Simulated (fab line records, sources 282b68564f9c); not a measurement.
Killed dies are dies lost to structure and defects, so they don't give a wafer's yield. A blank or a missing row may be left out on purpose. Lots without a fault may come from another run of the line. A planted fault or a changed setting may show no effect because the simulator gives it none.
One fault seen from 2 desks | flow rit_cmos | each desk has only its own numbers; what lay behind them comes last

THE TOOL OWNER'S DESK: rie_diel-01
The tool's own readings at RIT_CONTACT_ETCH_11 (etches SiO2 in CHF3/CF4/Ar, stops on TiSi2, target depth 480 nm, time 320 s): means of the sampled wafers that have a number, for each lot that ran on this tool. A lot is out of limits, marked OUT, if its mean lies more than 4 standard deviations from the usual mean; the brackets give that distance.
Columns: A = drypump_motor_current_A at RIT_CONTACT_ETCH_11, usual 5.8 A; B = oes_product_au at RIT_CONTACT_ETCH_11, usual 0.989 a.u.; C = throttle_valve_pct at RIT_CONTACT_ETCH_11, usual 8.87 %
lot  | first seen here | A   | B     | C
L764 | day 3 14:23     | 5.4 | 0.990 | 8.86
L771 | day 5 02:33     | 5.7 | 0.988 | 8.89
L774 | day 5 20:47     | 5.7 | 0.985 | 8.90
This desk's finding: nothing out of limits on any of the 3 lots.

THE METROLOGY DESK
What the gauges read, lot by lot, whatever tool the lot ran on: means of the sampled wafers that have a number. A lot is out of limits, marked OUT, if its mean lies more than 4 standard deviations from the usual mean; the brackets give that distance.
Columns: A = CONTACT_TEOS_THK at RIT_CONTACT_THK_MEAS_01, usual 401 nm; B = cd_nm at RIT_CONTACT_CD_MEAS_08, usual 999.5 nm; C = CONTACT_OVL at RIT_CONTACT_OVL_MEAS_09, usual -0.8 nm
lot  | first seen here | A   | B      | C
L764 | day 3 13:02     | 401 | 1000.4 | 1.1
L770 | day 4 23:45     | 397 | 1000.8 | -2.4
L771 | day 5 01:05     | 400 | 997.6  | 2.1
L774 | day 5 19:25     | 402 | 1000.6 | -0.9
L776 | day 6 06:05     | 404 | 997.9  | -0.0
L782 | day 7 11:58     | 405 | 999.3  | 1.0
This desk's finding: nothing out of limits on any of the 6 lots.

PUT TOGETHER
The tool owner's desk saw nothing out of limits.
The metrology desk saw nothing out of limits.

WHAT THE SIMULATOR HAD PUT IN
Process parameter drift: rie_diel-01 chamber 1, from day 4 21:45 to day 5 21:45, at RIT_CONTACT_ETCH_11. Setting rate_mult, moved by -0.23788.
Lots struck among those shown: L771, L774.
